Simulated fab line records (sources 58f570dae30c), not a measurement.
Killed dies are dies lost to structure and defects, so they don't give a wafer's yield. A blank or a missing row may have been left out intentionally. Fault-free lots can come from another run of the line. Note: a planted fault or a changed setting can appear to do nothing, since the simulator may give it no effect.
Which of the tools did it? / flow berkeley-cmos170 / 14 lots with 42 wafers sampled at 2 steps, on a route of 331 steps

WHAT THE GAUGES SHOWED, per wafer
UCB170_GATE_THK_MEAS_02. Usual: GATE_OXIDE_THK gives 6.58 nm (standard deviation 0.13).
lot=L753; measured=day 6 12:16; on=film-metro-01; GATE_OXIDE_THK (nm)=6.72 6.49 6.57; flag=
lot=L754; measured=day 7 11:47; on=film-metro-03; GATE_OXIDE_THK (nm)=6.57 6.67 6.54; flag=
lot=L755; measured=day 7 11:47; on=film-metro-02; GATE_OXIDE_THK (nm)=6.28 6.36 6.44; flag=
lot=L756; measured=day 7 20:55; on=film-metro-02; GATE_OXIDE_THK (nm)=6.55 6.77 6.54; flag=
lot=L757; measured=day 7 20:56; on=film-metro-03; GATE_OXIDE_THK (nm)=6.57 6.62 6.70; flag=
lot=L758; measured=day 7 20:55; on=film-metro-01; GATE_OXIDE_THK (nm)=6.49 6.66 6.50; flag=
lot=L759; measured=day 8 15:53; on=film-metro-03; GATE_OXIDE_THK (nm)=5.41 5.15 5.35; flag=OFF
lot=L760; measured=day 8 15:52; on=film-metro-02; GATE_OXIDE_THK (nm)=5.39 5.50 5.25; flag=OFF
lot=L762; measured=day 9 14:26; on=film-metro-01; GATE_OXIDE_THK (nm)=6.49 6.73 6.69; flag=
lot=L768; measured=day 9 14:27; on=film-metro-03; GATE_OXIDE_THK (nm)=6.66 6.62 6.66; flag=
lot=L772; measured=day 10 18:58; on=film-metro-01; GATE_OXIDE_THK (nm)=6.58 6.58 6.56; flag=
lot=L774; measured=day 11 15:27; on=film-metro-01; GATE_OXIDE_THK (nm)=6.59 6.64 6.54; flag=
lot=L775; measured=day 11 15:22; on=film-metro-01; GATE_OXIDE_THK (nm)=6.54 6.39 6.50; flag=
lot=L776; measured=day 11 15:27; on=film-metro-02; GATE_OXIDE_THK (nm)=6.44 6.40 6.50; flag=

WHAT TOOL EACH LOT RAN ON (gives the tool, then ch and the chambers of the sampled wafers, and finally the start)
lot=L753; UCB170_GATE_OXIDATION_01=furnace-01 ch 0, day 6 10:45
lot=L754; UCB170_GATE_OXIDATION_01=furnace-01 ch 0, day 7 10:16
lot=L755; UCB170_GATE_OXIDATION_01=furnace-01 ch 0, day 7 10:16
lot=L756; UCB170_GATE_OXIDATION_01=furnace-02 ch 0, day 7 19:25
lot=L757; UCB170_GATE_OXIDATION_01=furnace-02 ch 0, day 7 19:25
lot=L758; UCB170_GATE_OXIDATION_01=furnace-02 ch 0, day 7 19:25
lot=L759; UCB170_GATE_OXIDATION_01=furnace-02 ch 0, day 8 14:22
lot=L760; UCB170_GATE_OXIDATION_01=furnace-02 ch 0, day 8 14:22
lot=L762; UCB170_GATE_OXIDATION_01=furnace-01 ch 0, day 9 12:49
lot=L768; UCB170_GATE_OXIDATION_01=furnace-01 ch 0, day 9 12:49
lot=L772; UCB170_GATE_OXIDATION_01=furnace-01 ch 0, day 10 17:27
lot=L774; UCB170_GATE_OXIDATION_01=furnace-02 ch 0, day 11 13:52
lot=L775; UCB170_GATE_OXIDATION_01=furnace-02 ch 0, day 11 13:52
lot=L776; UCB170_GATE_OXIDATION_01=furnace-02 ch 0, day 11 13:52
- UCB170_GATE_OXIDATION_01: target thk 6.6 nm, ox time 1800 s.

AS READ BY THE TOOLS THEMSELVES (means over the sampled wafers that have a number; for cases with no such wafer, the mark the record gives instead)
UCB170_GATE_OXIDATION_01. Usual: spike-tc-centre-C 852.0 C, standard deviation 1.8; spike-tc-load-C 877.2 C, standard deviation 1.9; spike-tc-source-C 873 C, standard deviation 3.8; tube-center-temp-C 850 C, standard deviation 0.079; tube_center_temp_C_max 852.2, standard deviation 0.36.
lot=L753; tool=furnace-01; spike-tc-centre-C (C)=851.3; spike-tc-load-C (C)=875.6; spike-tc-source-C (C)=878; tube-center-temp-C (C)=850; tube_center_temp_C_max=852.0; flag=
lot=L754; tool=furnace-01; spike-tc-centre-C (C)=851.2; spike-tc-load-C (C)=876.4; spike-tc-source-C (C)=877; tube-center-temp-C (C)=850; tube_center_temp_C_max=852.4; flag=
lot=L755; tool=furnace-01; spike-tc-centre-C (C)=850.9; spike-tc-load-C (C)=875.1; spike-tc-source-C (C)=875; tube-center-temp-C (C)=850; tube_center_temp_C_max=851.9; flag=
lot=L756; tool=furnace-02; spike-tc-centre-C (C)=853.4; spike-tc-load-C (C)=878.9; spike-tc-source-C (C)=870; tube-center-temp-C (C)=850; tube_center_temp_C_max=852.2; flag=
lot=L757; tool=furnace-02; spike-tc-centre-C (C)=854.0; spike-tc-load-C (C)=878.6; spike-tc-source-C (C)=870; tube-center-temp-C (C)=850; tube_center_temp_C_max=852.0; flag=
lot=L758; tool=furnace-02; spike-tc-centre-C (C)=853.2; spike-tc-load-C (C)=879.4; spike-tc-source-C (C)=869; tube-center-temp-C (C)=850; tube_center_temp_C_max=852.5; flag=
lot=L759; tool=furnace-02; spike-tc-centre-C (C)=839.3; spike-tc-load-C (C)=864.5; spike-tc-source-C (C)=855; tube-center-temp-C (C)=836; tube_center_temp_C_max=837.9; flag=OFF
lot=L760; tool=furnace-02; spike-tc-centre-C (C)=839.2; spike-tc-load-C (C)=865.4; spike-tc-source-C (C)=855; tube-center-temp-C (C)=836; tube_center_temp_C_max=838.2; flag=OFF
lot=L762; tool=furnace-01; spike-tc-centre-C (C)=850.0; spike-tc-load-C (C)=876.7; spike-tc-source-C (C)=876; tube-center-temp-C (C)=850; tube_center_temp_C_max=852.1; flag=
lot=L768; tool=furnace-01; spike-tc-centre-C (C)=850.1; spike-tc-load-C (C)=875.9; spike-tc-source-C (C)=877; tube-center-temp-C (C)=850; tube_center_temp_C_max=852.5; flag=
lot=L772; tool=furnace-01; spike-tc-centre-C (C)=849.9; spike-tc-load-C (C)=875.7; spike-tc-source-C (C)=877; tube-center-temp-C (C)=850; tube_center_temp_C_max=852.1; flag=
lot=L774; tool=furnace-02; spike-tc-centre-C (C)=854.2; spike-tc-load-C (C)=877.8; spike-tc-source-C (C)=869; tube-center-temp-C (C)=850; tube_center_temp_C_max=852.1; flag=
lot=L775; tool=furnace-02; spike-tc-centre-C (C)=853.2; spike-tc-load-C (C)=878.1; spike-tc-source-C (C)=869; tube-center-temp-C (C)=850; tube_center_temp_C_max=851.8; flag=
lot=L776; tool=furnace-02; spike-tc-centre-C (C)=854.1; spike-tc-load-C (C)=878.6; spike-tc-source-C (C)=869; tube-center-temp-C (C)=850; tube_center_temp_C_max=852.3; flag=

THE ANSWER, worked out from the rows above alone
Rule: lot off if the mean of its wafers having a number is beyond 3 standard deviations from the usual mean. A lot without any number at a reading at which 4 lots or more have one is off too. All remaining lots with rows at the step are treated as sound. The gauges are gone through in route order, then the tools' own readings, and for those a lot's mean is taken as printed above. The first step at which some lot is off is used, and at that step the reading that is off furthest; a lot without a number counts as furthest.
Off: L759, L760, at UCB170_GATE_THK_MEAS_02 (GATE_OXIDE_THK).
If a tool, at a process step before that reading, ran all the lots that are off and no sound lot after the first of them, it fits. Not tried: the gauges at UCB170_GATE_THK_MEAS_02; whatever is off there is also off at UCB170_GATE_OXIDATION_01, on other tools, and gauge error can't account for it. Not one of the candidates tried fits.

WHAT WAS PUT IN BY THE SIMULATOR
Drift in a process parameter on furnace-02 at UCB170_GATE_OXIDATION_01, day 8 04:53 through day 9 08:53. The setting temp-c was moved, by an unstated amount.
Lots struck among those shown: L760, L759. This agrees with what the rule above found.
